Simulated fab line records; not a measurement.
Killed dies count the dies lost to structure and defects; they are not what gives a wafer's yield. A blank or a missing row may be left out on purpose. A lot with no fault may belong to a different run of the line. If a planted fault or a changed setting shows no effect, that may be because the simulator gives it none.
Which tool was responsible? | flow berkeleyCmos170 | 14 lots with 42 wafers sampled at 3 steps, on a route of 331 steps

WHAT THE GAUGES SHOWED, per wafer
UCB170_PLDD_CD_MEAS_06: the cd target is 1200 nm.
lot  | measured     | on       | cdNm (nm)
L490 | day 7 07:31  | cdSem-01 | 1200.3 1201.1 1200.1
L493 | day 8 09:43  | cdSem-01 | 1200.2 1201.0 1200.8
L491 | day 8 09:58  | cdSem-01 | 1199.2 1198.7 1199.4
L492 | day 8 09:15  | cdSem-02 | 1197.6 1197.7 1198.9
L496 | day 8 23:47  | cdSem-02 | 1203.5 1202.7 1204.2
L501 | day 9 17:59  | cdSem-02 | 1200.7 1200.7 1201.0
L504 | day 10 18:13 | cdSem-01 | 1198.8 1199.6 1199.7
L506 | day 11 01:54 | cdSem-02 | 1201.7 1201.3 1202.0
L509 | day 11 09:50 | cdSem-02 | 1201.8 1200.5 1200.6
L508 | day 11 09:36 | cdSem-01 | 1197.2 1197.5 1198.4
L510 | day 12 00:38 | cdSem-01 | 1200.6 1200.6 1199.1
L511 | day 12 00:23 | cdSem-02 | 1200.2 1200.6 1200.9
L512 | day 12 09:55 | cdSem-02 | 1196.3 1196.3 1195.8
L513 | day 12 10:12 | cdSem-01 | 1199.4 1199.4 1200.0

WHAT TOOL EACH LOT RAN ON (gives the tool, then ch and the chambers of the sampled wafers, and finally the start)
lot  | UCB170_NWELL_ETCH_13             | UCB170_NWELL_STRIP_15
L490 | rieDiel-01 ch 1,3, day 2 15:50   | plasmaAsher-03 ch 0,1, day 2 16:08
L493 | rieDiel-02 ch 0,2,3, day 3 05:11 | plasmaAsher-02 ch 0,1, day 3 05:26
L491 | rieDiel-04 ch 0,1,2, day 3 05:11 | plasmaAsher-04 ch 0,1, day 3 05:26
L492 | rieDiel-01 ch 0,1,3, day 3 05:14 | plasmaAsher-03 ch 0,1, day 3 05:29
L496 | rieDiel-04 ch 0,2, day 3 23:15   | plasmaAsher-02 ch 0,1, day 3 23:30
L501 | rieDiel-02 ch 0,1, day 4 21:28   | plasmaAsher-02 ch 0,1, day 4 21:45
L504 | rieDiel-01 ch 0,1, day 5 12:57   | plasmaAsher-03 ch 0,1, day 5 13:13
L506 | rieDiel-04 ch 1,2,3, day 5 20:41 | plasmaAsher-02 ch 0,1, day 5 20:56
L509 | rieDiel-02 ch 0,1,3, day 6 13:05 | plasmaAsher-02 ch 0,1, day 6 13:21
L508 | rieDiel-04 ch 1,2,3, day 6 13:11 | plasmaAsher-03 ch 0,1, day 6 13:26
L510 | rieDiel-02 ch 2,3, day 6 19:59   | plasmaAsher-03 ch 0,1, day 6 20:14
L511 | rieDiel-02 ch 0,2, day 6 20:11   | plasmaAsher-04 ch 0,1, day 6 20:27
L512 | rieDiel-01 ch 0,2,3, day 7 08:11 | plasmaAsher-02 ch 0,1, day 7 08:28
L513 | rieDiel-04 ch 1,2,3, day 7 08:26 | plasmaAsher-04 ch 0,1, day 7 08:41
- UCB170_NWELL_ETCH_13: etches Si3N4 in CH3F/Ar/O2, stops on SiO2, target depth 246.4 nm, time 154 s.
- UCB170_NWELL_STRIP_15: strips in O2.

WHAT THE TOOLS THEMSELVES READ (means of the sampled wafers that have a number; where no wafer has one, the mark that the record gives instead)
UCB170_NWELL_ETCH_13.
lot  | tool       | drypumpMotorCurrentA (A) | oesProductAu (a.u.) | throttleValvePct (%)
L490 | rieDiel-01 | 5.6                      | 0.940               | 8.12
L493 | rieDiel-02 | 5.5                      | 0.968               | 7.96
L491 | rieDiel-04 | 5.7                      | 0.939               | 7.91
L492 | rieDiel-01 | 5.6                      | 0.936               | 8.12
L496 | rieDiel-04 | 5.7                      | 0.938               | 7.93
L501 | rieDiel-02 | 6.2                      | 0.958               | 7.91
L504 | rieDiel-01 | 5.5                      | 0.941               | 8.12
L506 | rieDiel-04 | 5.6                      | 0.936               | 7.92
L509 | rieDiel-02 | 6.0                      | 0.956               | 8.03
L508 | rieDiel-04 | 5.6                      | 0.939               | 7.91
L510 | rieDiel-02 | 5.0                      | 0.958               | 7.97
L511 | rieDiel-02 | 5.6                      | 0.967               | 7.84
L512 | rieDiel-01 | 5.5                      | 0.933               | 8.14
L513 | rieDiel-04 | 5.6                      | 0.941               | 7.91

UCB170_NWELL_STRIP_15.
lot  | tool           | drypumpMotorCurrentA (A) | o2FlowSccm (sccm) | oesProductAu (a.u.) | stripTimeToEndpointS (s)
L490 | plasmaAsher-03 | 5.1                      | 399.8             | 0.725               | 17.96
L493 | plasmaAsher-02 | 6.5                      | 399.6             | 0.724               | 18.08
L491 | plasmaAsher-04 | 5.1                      | 399.2             | 0.723               | 18.05
L492 | plasmaAsher-03 | 5.6                      | 401.4             | 0.719               | 18.11
L496 | plasmaAsher-02 | 6.4                      | 399.6             | 0.723               | 18.11
L501 | plasmaAsher-02 | 6.3                      | 400.7             | 0.724               | 17.96
L504 | plasmaAsher-03 | 5.1                      | 399.8             | 0.721               | 18.10
L506 | plasmaAsher-02 | 6.3                      | 399.9             | 0.721               | 18.01
L509 | plasmaAsher-02 | 6.4                      | 402.7             | 0.723               | 17.97
L508 | plasmaAsher-03 | 5.6                      | 400.9             | 0.723               | 18.00
L510 | plasmaAsher-03 | 5.1                      | 400.4             | 0.716               | 18.13
L511 | plasmaAsher-04 | 5.1                      | 399.2             | 0.723               | 18.05
L512 | plasmaAsher-02 | 6.4                      | 400.4             | 0.722               | 18.14
L513 | plasmaAsher-04 | 5.2                      | 400.0             | 0.724               | 18.03

THE ANSWER, worked out from the rows above alone
Rule: the lots themselves supply what counts as usual. Put in order of their means at a reading, lots are off if they are a third of the lots or fewer, leave a main group of 4 or more, and stand apart from it by a gap of 3 or more times the standard deviation of the main group's means; of several such gaps the widest counts. A main group is skipped when, at the precision printed for the reading in the tables above, its means are all equal. A lot without any number at a reading at which 4 lots or more have one is off too. The other lots that the step has rows for count as sound. After the gauges, taken in route order, come the tools' own readings; for these a lot's mean is taken, as printed above. The first step at which some lot is off is used, and at that step the reading that is off furthest; a lot without a number counts as furthest.
No lot is off at any reading shown: from this, nothing can be told.

WHAT THE SIMULATOR HAD INSERTED
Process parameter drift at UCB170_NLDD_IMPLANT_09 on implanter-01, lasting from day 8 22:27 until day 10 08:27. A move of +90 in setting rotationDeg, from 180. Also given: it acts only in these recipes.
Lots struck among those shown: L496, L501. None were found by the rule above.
